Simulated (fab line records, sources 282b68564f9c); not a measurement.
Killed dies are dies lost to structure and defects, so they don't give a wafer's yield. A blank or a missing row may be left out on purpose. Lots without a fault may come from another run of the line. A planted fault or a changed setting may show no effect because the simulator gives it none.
Split-lot experiment | flow rit_cmos | 5 lots, 23 wafers read, on a route of 202 steps

THE SPLIT
At RIT_PRETRO_COAT_01 (resist thk 1300 nm), the setting resist_thk_nm was moved away from the recipe's 1300 nm on 10 of the 23 wafers read, by +3.2% to +4.5%. The other wafers ran this setting at the recipe's value.

The reading is taken at the split's own step.

THE READING
NOVOLAK_of_PRETRO_COAT_01.thk_nm (the simulator's own value, which no gauge read), in nm, at RIT_PRETRO_COAT_01 (resist thk 1300 nm). The file gives no usual value for it. The 13 wafers here that ran the recipe average 1300 nm, standard deviation 4.7 nm.

wafer  | tool, chamber at the split | resist_thk_nm as run, nm | against the recipe | NOVOLAK_of_PRETRO_COAT_01.thk_nm, nm | against lot-mates on the recipe
L074.1 | litho_track-01, 0          | 1341                     | +3.2%              | 1346                                 | +39
L074.6 | litho_track-01, 0          | 1341                     | +3.2%              | 1346                                 | +39
L074.2 | litho_track-01, 0          | 1300                     | recipe             | 1308                                 | -
L074.3 | litho_track-01, 0          | 1300                     | recipe             | 1305                                 | -
L074.4 | litho_track-01, 0          | 1300                     | recipe             | 1309                                 | -
L076.2 | litho_track-04, 0          | 1300                     | recipe             | 1297                                 | -
L076.4 | litho_track-04, 0          | 1300                     | recipe             | 1299                                 | -
L076.6 | litho_track-04, 0          | 1300                     | recipe             | 1305                                 | -
L078.1 | litho_track-03, 0          | 1300                     | recipe             | 1292                                 | -
L078.2 | litho_track-03, 0          | 1358                     | +4.5%              | 1356                                 | +60
L078.3 | litho_track-03, 0          | 1300                     | recipe             | 1298                                 | -
L078.4 | litho_track-03, 0          | 1358                     | +4.5%              | 1353                                 | +57
L078.5 | litho_track-03, 0          | 1300                     | recipe             | 1297                                 | -
L079.1 | litho_track-03, 0          | 1348                     | +3.7%              | 1347                                 | +48
L079.2 | litho_track-03, 0          | 1300                     | recipe             | 1299                                 | -
L079.4 | litho_track-03, 0          | 1348                     | +3.7%              | 1350                                 | +52
L079.5 | litho_track-03, 0          | 1348                     | +3.7%              | 1348                                 | +50
L079.6 | litho_track-03, 0          | 1300                     | recipe             | 1298                                 | -
L083.1 | litho_track-03, 0          | 1357                     | +4.4%              | 1360                                 | +62
L083.2 | litho_track-03, 0          | 1300                     | recipe             | 1298                                 | -
L083.3 | litho_track-03, 0          | 1357                     | +4.4%              | 1355                                 | +56
L083.4 | litho_track-03, 0          | 1357                     | +4.4%              | 1359                                 | +60
L083.5 | litho_track-03, 0          | 1300                     | recipe             | 1299                                 | -

THE FIT
A straight line over all 23 wafers: NOVOLAK_of_PRETRO_COAT_01.thk_nm changes by +13 nm for each +1% of resist_thk_nm; r = +0.99; the points scatter about the line by 4.3 nm.
The same after taking each lot's own level away (the mean of its wafers on the recipe; 23 wafers): +13.3 nm for each +1%; r = +1.00; scatter 2.3 nm.
On that fit, the largest move of resist_thk_nm shifts the reading by 59 nm.
The lots' own levels span 1295.7 to 1307.3 nm, that is 2.5 times the standard deviation above.
So the lot-to-lot level changes the slope little: the two slopes agree.
Check: with one of the wafers moved furthest among these (+4.5%) left out of the fit, the line predicts +59.2 nm for it against its lot-mates. It came out at +60.3 nm against them.

OTHER SPLITS ON THESE WAFERS
These wafers also went through other splits before the reading. Each is held against what the fit with the lots' levels taken away leaves over:
other split on the same wafers   | wafers away from the commonest value | r with NOVOLAK_of_PRETRO_COAT_01.thk_nm (lot level and that fit taken away)
RIT_ACTIVE_CVD_03 temp_c         | 10                                   | +0.16
RIT_ACTIVE_HARDBAKE_12 temp_c    | 7                                    | -0.08
RIT_PWELL_IMPLANT_08 energy_kev  | 6                                    | -0.01
RIT_NRETRO_COAT_01 spin_rpm      | 10                                   | +0.23
RIT_NRETRO_IMPLANT_08 energy_kev | 8                                    | +0.05

THE FILE'S OWN FIT
NOVOLAK_of_PRETRO_COAT_01.thk_nm changes by +13.2 nm for each +1% of resist_thk_nm, r = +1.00.
